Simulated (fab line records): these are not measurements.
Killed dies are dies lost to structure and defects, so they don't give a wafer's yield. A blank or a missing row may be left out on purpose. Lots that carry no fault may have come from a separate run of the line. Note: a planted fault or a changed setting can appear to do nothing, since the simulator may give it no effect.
A lot that was struck, set against a sound lot	flow rit-cmos	16 out of 202 route steps
Sound: wafers L873.1, L873.3, L873.4. Wafers L875.1, L875.5, L875.6 were the ones struck. Last of all comes the cause.
At each step with rows: each side's tool, then ch and its chambers, then its first start. Under that, the readings that differ: sound wafers	struck wafers	difference of the means	sigmas: that difference in standard deviations of wafers without a fault.
alike: a reading whose means differ by less than 2 such deviations, as well as words and numbers matching on both sides. not compared: withheld readings; readings where some wafer has no value; bounds like >300 that might hide an equal value; numbers whose values overlap and for which the record gives no deviation.
A row with sigmas, a row that says differs or no value, or rows on one side alone: a step with any of these is where the two part. When numbers do not overlap yet have no deviation, they are printed without sigmas and do not part them. A reading that every wafer of one side lacks parts them only if that side has two wafers or more.

RIT_ACTIVE_BOW_MEAS_00:
  struck on film-metro-04, day 4 03:00; sound on film-metro-01, day 3 17:00
  alike: INCOMING_BOW
then, 1 step without rows for these wafers: RIT_ACTIVE_OXIDATION_01 (target thk 46.8 nm, ox time 3417 s).
RIT_ACTIVE_THK_MEAS_02:
  struck on film-metro-03, day 4 06:44; sound on film-metro-01, day 3 19:23
  alike: ACTIVE_OXIDE_THK
then, 1 step without rows for these wafers: RIT_ACTIVE_CVD_03 (deposits Si3N4 from SiH2Cl2/NH3, target thk 150 nm, time 1500 s).
RIT_ACTIVE_THK_MEAS_04:
  struck on film-metro-01, day 4 08:13; sound on film-metro-01, day 3 20:52
  alike: ACTIVE_NITRIDE_THK
then, 1 step without rows for these wafers: RIT_ACTIVE_HMDS_05 (prime time 60 s).
RIT_ACTIVE_COAT_06: resist thk 1000 nm.
  sound on litho-track-01 ch 0, day 3 21:05; struck on litho-track-01 ch 0, day 4 08:26
reading	sound	struck	difference	sigmas
spin-speed-rpm (rpm)	3253.2 3247.6 3249.6	3771.5 3770.2 3771.8	+521.0	+99 or more
model.NOVOLAK_of_ACTIVE_COAT_06.thk-nm (nm)	1003 1000 1002	930.3 930.3 929.7	-71.6	
then, 4 steps without rows for these wafers: RIT_ACTIVE_SOFTBAKE_07 (time 60 s); RIT_ACTIVE_EXPOSE_08 (exposes mask M1, target cd 1400 nm); RIT_ACTIVE_PEB_09; RIT_ACTIVE_DEVELOP_10 (develop time 50 s).
RIT_ACTIVE_CD_MEAS_11: target cd 1400 nm.
  struck on cd-sem-01, day 4 09:08; sound on cd-sem-02, day 3 21:54
reading	sound	struck	difference	sigmas
cd-nm (nm)	1400.9 1401.5 1399.5	1392.6 1391.5 1393.1	-8.2	-4
then, 1 step without rows for these wafers: RIT_ACTIVE_HARDBAKE_12 (time 60 s).
RIT_ACTIVE_ETCH_13: etches Si3N4 in SF6, stops on SiO2, time 210 s, target depth 210 nm.
  sound on rie-diel-02 ch 0,2,3, day 3 22:10; struck on rie-diel-01 ch 1,2, day 4 09:24
reading	sound	struck	difference	sigmas
model.NOVOLAK_of_ACTIVE_COAT_06.thk-nm (nm)	649 655.1 654.5	596.3 594.7 603.7	-54.6	
model.ACTIVE.cd-nm (nm)	1400 1401 1399	1393 1392 1393	-7	
  alike: drypump-motor-current-A, oes-product-au, rf-fwd-power-W, throttle-valve-pct
  not compared: rf-hours-counter-h
RIT_ACTIVE_STRIP_14: strips in O2, time 180 s.
  sound on plasma-asher-04 ch 0,1, day 3 22:19; struck on plasma-asher-04 ch 0,1, day 4 09:32
  alike: drypump-motor-current-A
  not compared: rf-hours-counter-h
RIT_M1_PROBE_99:
  struck on prober-01, day 6 06:09; sound on prober-01, day 5 20:32
  alike: killed-at-front-end, killed-dies, killed-open, killed-short

== WHERE THEY PART ==
Last at RIT_ACTIVE_CD_MEAS_11 as far as this record goes, first at RIT_ACTIVE_COAT_06. Later steps at which nothing parts them and some readings are alike: RIT_ACTIVE_ETCH_13, RIT_ACTIVE_STRIP_14, RIT_M1_PROBE_99.

WHY: what had been put in by the simulator
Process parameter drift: litho-track-01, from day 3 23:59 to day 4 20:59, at RIT_ACTIVE_COAT_06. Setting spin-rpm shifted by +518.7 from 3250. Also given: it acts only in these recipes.
